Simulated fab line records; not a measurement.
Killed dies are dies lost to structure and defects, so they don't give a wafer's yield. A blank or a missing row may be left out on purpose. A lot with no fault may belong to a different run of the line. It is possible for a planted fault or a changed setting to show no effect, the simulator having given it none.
fab line records	flow ritCmos
[record] lots = 6	wafers = 18	lastDay = 8
route steps=202 shown M1@184
lots that met no fault: from a run of the same line without faults
startH: the number of hours between the record's first day and the start of the first shown wafer of the lot	waitH: hours since the lot's step before	" identical to the entry in the row above	L1.1+2: a row that stands for several wafers	- either no value or no given start	* or withheld: withheld	< > ~ a bound
route shown NAME@n: names a module that has steps shown in the file, with the first one's number in the route	usual: mean/standard deviation taken from wafers without a fault	same: alike in all rows	chamber/n: place in a boat	sites: each site's reading	_std_site: standard deviation of those values	_edge_site: inner sites' mean taken away from outer sites' mean	radiusMm: for every site, how far away it sits from the centre of the wafer	mask NAME#n: copy n	behind: the last tool/chamber to shape the wafer	hold: why the lot was held/for how many hours/how that ended	device: transistor that didn't switch, given as n, p or np	end of line: tests run on the same wafers once the route is complete	where a step has no rows: the recipe by itself	killed: dies lost to structure and defects at the first sort, not the wafer's yield	map: the dies of a wafer, with x for killed, . for not killed, _ for no die there
set.NAME: the run value of the setting; set.NAME@STEP: its run value at that earlier step	model.NAME: the simulator's own value behind a step, which no gauge read
lots at selected steps of the route; one table per step, one row per wafer
services: the hour from which a tool's chamber was out of use, counted from the record's first day as startH (under 0 if before that day), plus the number of hours and why
[[steps]]
[step RIT_M1_SPUTTER_00]
[recipe] material = Al	targetThkNm = 400	powerW = 2000	chamberPressurePa = 0.4	gas = Ar	timeS = 500	substrateTempC = 25
[usual] throttleValvePct = 29.5/0.95
lot.wafer	tool	chamber	startH	waitH	throttleValvePct
L694.1	pvdSputter-02	-	95.91	0.0	29.9
L694.5	"	-	"	"	29.8
L694.6	"	-	"	"	30.1
L695.2	pvdSputter-04	-	99.37	0.0	27.6
L695.3	"	-	"	"	30.2
L695.4	"	-	"	"	30.4
L699.1	pvdSputter-04	-	123.07	0.0	27.5
L699.2	"	-	"	"	30.1
L699.3	"	-	"	"	29.8
L703.1	pvdSputter-01	-	145.09	0.0	29.4
L703.3	"	-	"	"	28.3
L703.4	"	-	"	"	29.0
L706.2	pvdSputter-04	-	163.01	0.0	30.3
L706.5	"	-	"	"	27.6
L706.6	"	-	"	"	30.3
L708.1	pvdSputter-04	-	179.00	0.0	30.1
L708.2	"	-	"	"	30.1
L708.3	"	-	"	"	27.6
[step RIT_M1_RS_MEAS_01]
[recipe] thkMeasGauge = four-point-probe	reads = Al_of_M1_SPUTTER_00
[usual] M1_AL_RS = 0.0736/0.00083
lot.wafer	tool	chamber	startH	waitH	M1_AL_RS[ohm/sq]
L694.1	filmMetro-04	-	96.21	0.1	0.0727
L694.5	"	-	"	"	0.0724
L694.6	"	-	"	"	0.0737
L695.2	filmMetro-01	-	99.69	0.2	0.0748
L695.3	"	-	"	"	0.0738
L695.4	"	-	"	"	0.0752
L699.1	filmMetro-03	-	123.36	0.1	0.0732
L699.2	"	-	"	"	0.0737
L699.3	"	-	"	"	0.0724
L703.1	filmMetro-04	-	145.39	0.1	0.0735
L703.3	"	-	"	"	0.0729
L703.4	"	-	"	"	0.0726
L706.2	filmMetro-01	-	163.32	0.2	0.0737
L706.5	"	-	"	"	0.0726
L706.6	"	-	"	"	0.0732
L708.1	filmMetro-03	-	179.30	0.1	0.0753
L708.2	"	-	"	"	0.0756
L708.3	"	-	"	"	0.0743
[step RIT_M1_THK_MEAS_02]
[recipe] thkMeasGauge = xrf	reads = Al_of_M1_SPUTTER_00
[usual] M1_AL_THK = 402/5
lot.wafer	tool	chamber	startH	waitH	M1_AL_THK[nm]
L694.1	filmMetro-04	-	96.33	0.1	408
L694.5	"	-	"	"	411
L694.6	"	-	"	"	404
L695.2	filmMetro-01	-	99.80	0.1	396
L695.3	"	-	"	"	401
L695.4	"	-	"	"	393
L699.1	filmMetro-03	-	123.48	0.1	404
L699.2	"	-	"	"	399
L699.3	"	-	"	"	409
L703.1	filmMetro-04	-	145.51	0.1	402
L703.3	"	-	"	"	407
L703.4	"	-	"	"	406
L706.2	filmMetro-01	-	163.43	0.1	400
L706.5	"	-	"	"	406
L706.6	"	-	"	"	399
L708.1	filmMetro-03	-	179.42	0.1	396
L708.2	"	-	"	"	396
L708.3	"	-	"	"	401
[step RIT_M1_HMDS_03]
[recipe] primeTimeS = 60	primeTempC = 140
[step RIT_M1_COAT_04]
[recipe] resist = NOVOLAK	spinRpm = 2000	resistThkNm = 1300
[step RIT_M1_SOFTBAKE_05]
[recipe] resist = NOVOLAK	tempC = 90	timeS = 60
[step RIT_M1_EXPOSE_06]
[recipe] maskId = M12	na = 0.6	sourceShape = conventional	sigmaOuter = 0.5	targetCdNm = 2600	doseMj = 250
[step RIT_M1_PEB_07]
[recipe] resist = NOVOLAK	tempC = withheld	timeS = withheld
[step RIT_M1_DEVELOP_08]
[recipe] resist = NOVOLAK	developTimeS = 68	devTempC = 23
[step RIT_M1_CD_MEAS_09]
[recipe] targetCdNm = 2600
[usual] cdNm = 2600.4/2.1
lot.wafer	tool	chamber	startH	waitH	cdNm
L694.1	cdSem-01	-	97.39	-	2602.6
L694.5	"	-	"	"	2599.8
L694.6	"	-	"	"	2600.7
L695.2	cdSem-01	-	100.75	-	2597.3
L695.3	"	-	"	"	2596.9
L695.4	"	-	"	"	2599.5
L699.1	cdSem-01	-	124.55	-	2601.3
L699.2	"	-	"	"	2599.6
L699.3	"	-	"	"	2600.3
L703.1	cdSem-02	-	146.45	-	2599.6
L703.3	"	-	"	"	2597.0
L703.4	"	-	"	"	2597.3
L706.2	cdSem-01	-	164.38	-	2601.1
L706.5	"	-	"	"	2600.4
L706.6	"	-	"	"	2602.3
L708.1	cdSem-01	-	180.55	-	2598.9
L708.2	"	-	"	"	2601.1
L708.3	"	-	"	"	2600.5
[step RIT_M1_OVL_MEAS_10]
[usual] M1_OVL = -0.7/1.4
lot.wafer	tool	chamber	startH	waitH	M1_OVL[nm]
L694.1	overlay-01	-	97.51	0.1	2.2
L694.5	"	-	"	"	2.0
L694.6	"	-	"	"	1.3
L695.2	overlay-02	-	100.86	0.1	0.0
L695.3	"	-	"	"	0.8
L695.4	"	-	"	"	0.7
L699.1	overlay-02	-	124.67	0.1	-1.2
L699.2	"	-	"	"	-0.2
L699.3	"	-	"	"	-0.8
L703.1	overlay-02	-	146.57	0.1	1.4
L703.3	"	-	"	"	-0.4
L703.4	"	-	"	"	0.5
L706.2	overlay-01	-	164.49	0.1	-3.2
L706.5	"	-	"	"	0.7
L706.6	"	-	"	"	-2.2
L708.1	overlay-01	-	180.67	0.1	0.6
L708.2	"	-	"	"	0.6
L708.3	"	-	"	"	0.2
[step RIT_M1_HARDBAKE_11]
[recipe] resist = NOVOLAK	tempC = 140	timeS = 120
[step RIT_M1_METAL_ETCH_12]
[recipe] stopOn = SiO2	chemistry = Cl2/BCl3	target = Al	timeS = 165	overEtchFrac = 0.5	pressureMtorr = 100	targetDepthA = 6000	rfW = 250	Cl2_flow_sccm = 60	bcl3FlowSccm = 50
[usual] chamberPressureMTorr = 99.99/0.091	drypumpMotorCurrentA = 5.7/0.57	oesProductAu = 0.773/0.0099	throttleValvePct = 8.30/0.14
lot.wafer	tool	chamber	startH	waitH	chamberPressureMTorr	drypumpMotorCurrentA	oesProductAu	rfHoursCounterH	throttleValvePct
L694.1	rieMetal-04	1	97.80	0.2	100.00	4.9	0.766	1	8.35
L694.5	"	0	"	"	100.15	6.5	0.790	-	8.34
L694.6	"	1	"	"	99.89	4.9	0.758	-	8.34
L695.2	rieMetal-01	0	101.14	0.2	99.90	6.1	0.770	4	8.45
L695.3	"	0	"	"	100.01	6.1	0.777	-	8.45
L695.4	"	1	"	"	100.13	5.0	0.771	-	8.06
L699.1	rieMetal-03	1	124.95	0.2	100.09	5.8	0.786	33	8.27
L699.2	"	0	"	"	99.92	5.7	0.754	39	8.41
L699.3	"	0	"	"	99.86	5.7	0.771	-	8.40
L703.1	rieMetal-01	1	146.85	0.2	100.07	5.0	0.777	5	8.04
L703.3	"	1	"	"	100.16	5.0	0.780	-	8.04
L703.4	"	0	"	"	120.04	6.1	0.784	-	8.45
L706.2	rieMetal-01	1	164.77	0.2	99.98	5.0	0.770	5	8.04
L706.5	"	0	"	"	120.00	6.1	0.792	-	8.45
L706.6	"	1	"	"	99.93	5.0	0.775	-	8.04
L708.1	rieMetal-03	0	180.96	0.2	100.14	5.7	0.775	0	8.38
L708.2	"	1	"	"	99.92	5.8	0.764	0	8.24
L708.3	"	1	"	"	100.15	5.8	0.778	-	8.24
[step RIT_M1_STRIP_13]
[recipe] chemistry = nmp	resist = NOVOLAK	tempC = 80	timeS = 600	dry = n2Spin
[step RIT_M1_PROBE_99]
[usual] defectLimitedYield = 97.3/1.1	killedAtFrontEnd = 7/3	killedDies = 7/3	killedOnRim = 2.1/1.6	killedOpen = 3.4/1.8	killedShort = 3.8/2.1	sort_bin_3_pad_short = 0.2/0.27	sort_bin_5_function = 1.5/0.8	sort_bin_6_memory = 1.1/0.7	sortNPass = 257/3	sortYieldPct = 97.3/1.1
[same] grossDies = 264	killed_at_M0_to_M3 = 0	killed_at_M4_up = 0	killedAtBackSide = 0	killedAtContacts = 0	killedAtOther = 0
lot.wafer	tool	chamber	startH	waitH	defectLimitedYield[%]	killedAtFrontEnd	killedDies	killedOnRim	killedOpen	killedShort	sort_bin_3_pad_short[%]	sort_bin_5_function[%]	sort_bin_6_memory[%]	sortNPass	sortYieldPct[%]
L694.1	prober-02	-	100.05	0.1	97.0	8	8	4	3	5	0	0.8	2.3	256	97.0
L694.5	prober-02	-	100.25	0.2	98.1	5	5	0	2	3	0.4	1.5	0	259	98.1
L694.6	prober-02	-	100.30	0.2	98.1	5	5	3	3	2	0	0.8	1.1	259	98.1
L695.2	prober-01	-	103.44	0.1	97.7	6	6	3	2	4	0.4	0.8	1.1	258	97.7
L695.3	prober-01	-	103.49	0.2	96.2	10	10	2	3	6	0.4	3.0	0.4	254	96.2
L695.4	prober-01	-	103.54	0.2	97.7	6	6	1	6	0	0	1.1	1.1	258	97.7
L699.1	prober-01	-	127.21	0.1	98.1	5	5	1	4	1	0.4	0.8	0.8	259	98.1
L699.2	prober-01	-	127.26	0.1	98.1	5	5	0	4	1	0	0.8	1.1	259	98.1
L699.3	prober-01	-	127.31	0.2	98.1	5	5	1	3	2	0	0.8	1.1	259	98.1
L703.1	prober-01	-	149.11	0.1	95.8	11	11	4	4	6	0	2.3	1.9	253	95.8
L703.3	prober-01	-	149.21	0.2	94.3	15	15	4	5	8	0	2.7	3.0	249	94.3
L703.4	prober-01	-	149.26	0.2	95.1	13	13	5	6	7	0.4	2.3	2.3	251	95.1
L706.2	prober-02	-	167.11	0.1	98.1	5	5	1	3	2	0	1.5	0.4	259	98.1
L706.5	prober-02	-	167.26	0.2	95.1	13	13	2	9	4	0	2.7	2.3	251	95.1
L706.6	prober-02	-	167.31	0.2	97.0	8	8	2	4	4	0	2.3	0.8	256	97.0
L708.1	prober-02	-	183.21	0.1	98.1	5	5	1	3	2	0	1.5	0.4	259	98.1
L708.2	prober-02	-	183.26	0.1	98.5	4	4	0	4	0	0	1.1	0.4	260	98.5
L708.3	prober-02	-	183.31	0.2	98.1	5	5	0	1	4	0.4	1.1	0.4	259	98.1
// killed by level:class
L694.1 GATE:geometricParticle:open=2 FOX1:geometricParticle:short=1 GATE:geometricParticle:short=1 REOX:geometricParticle:short=1 SPACER:geometricParticle:short=1 SILICIDE:geometricParticle:open=1 SILICIDE:geometricParticle:short=1
L694.5 GATE:geometricParticle:open=1 GATE:geometricParticle:short=1 SPACER:geometricParticle:open=1 SPACER:geometricParticle:short=1 SILICIDE:geometricParticle:short=1
L694.6 FOX2:geometricParticle:short=1 GATE:geometricParticle:short=1 GATE:geometricParticle:open=1 REOX:geometricParticle:open=1 SPACER:geometricParticle:open=1
L695.2 GATE:geometricParticle:short=3 REOX:geometricParticle:short=1 REOX:geometricParticle:open=1 SILICIDE:geometricParticle:open=1
L695.3 GATE:geometricParticle:short=3 SPACER:geometricParticle:short=2 SILICIDE:geometricParticle:open=2 FOX2:geometricParticle:open=1 SILICIDE:geometricParticle:short=1 PRETRO:coatMicrobubblePrinted=1
L695.4 GATE:geometricParticle:open=4 FOX1:geometricParticle:open=1 SILICIDE:geometricParticle:open=1
L699.1 FOX1:geometricParticle:open=2 FOX1:geometricParticle:short=1 FOX2:geometricParticle:open=1 GATE:geometricParticle:open=1
L699.2 GATE:geometricParticle:open=4 FOX1:geometricParticle:short=1
L699.3 ACTIVE:geometricParticle:open=1 GATE:geometricParticle:open=1 GATE:geometricParticle:short=1 REOX:geometricParticle:short=1 SPACER:geometricParticle:open=1
L703.1 GATE:geometricParticle:short=3 SPACER:geometricParticle:open=3 FOX2:geometricParticle:short=1 GATE:geometricParticle:open=1 SPACER:geometricParticle:short=1 SILICIDE:geometricParticle:short=1 PSD:coatMicrobubblePrinted=1
L703.3 FOX2:geometricParticle:open=5 SILICIDE:geometricParticle:short=3 GATE:geometricParticle:short=2 PSD:coatMicrobubblePrinted=2 FOX2:geometricParticle:short=1 REOX:geometricParticle:short=1 SPACER:geometricParticle:short=1
L703.4 GATE:geometricParticle:short=4 GATE:geometricParticle:open=3 REOX:geometricParticle:short=2 SILICIDE:geometricParticle:open=2 FOX1:geometricParticle:open=1 FOX2:geometricParticle:short=1
L706.2 GATE:geometricParticle:open=2 FOX1:geometricParticle:short=1 FOX2:geometricParticle:open=1 SPACER:geometricParticle:short=1
L706.5 FOX1:geometricParticle:open=3 GATE:geometricParticle:short=2 GATE:geometricParticle:open=2 SPACER:geometricParticle:open=2 FOX2:geometricParticle:open=1 FOX2:geometricParticle:short=1 SPACER:geometricParticle:short=1 SILICIDE:geometricParticle:open=1
L706.6 GATE:geometricParticle:open=3 GATE:geometricParticle:short=3 FOX1:geometricParticle:open=1 SILICIDE:geometricParticle:short=1
L708.1 SILICIDE:geometricParticle:open=2 GATE:geometricParticle:open=1 GATE:geometricParticle:short=1 SPACER:geometricParticle:short=1
L708.2 GATE:geometricParticle:open=3 FOX1:geometricParticle:open=1
L708.3 SILICIDE:geometricParticle:short=3 GATE:geometricParticle:short=1 SPACER:geometricParticle:open=1
[[services]]
tool	chamber	startH	hours	kind
pvdSputter-04	-	113.84	1.0	repair
rieMetal-03	-	136.12	20.0	pm
rieMetal-03	0	136.12	20.0	ventCycle
rieMetal-03	1	136.12	20.0	ventCycle
rieMetal-03	0	156.12	-	clean
rieMetal-03	1	156.12	-	clean
rieMetal-03	1	165.57	9.7	repair
[[key]]
[firstSign] step = RIT_M1_METAL_ETCH_12	reading = chamberPressureMTorr	direction = up	sigmas = 99+	usual = 99.99	struck = 120.02
effect none on later readings
metAt RIT_M1_METAL_ETCH_12
struckWafers L703.4,L706.5
onsetBetween 101.14 146.85
[fault] kind = processParameterDrift	tool = rieMetal-01	chamber = 0	onsetH = 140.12	steps = RIT_M1_METAL_ETCH_12	channel = pressureMtorr	offset = 20	shape = step	endH = 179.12	stated = 100
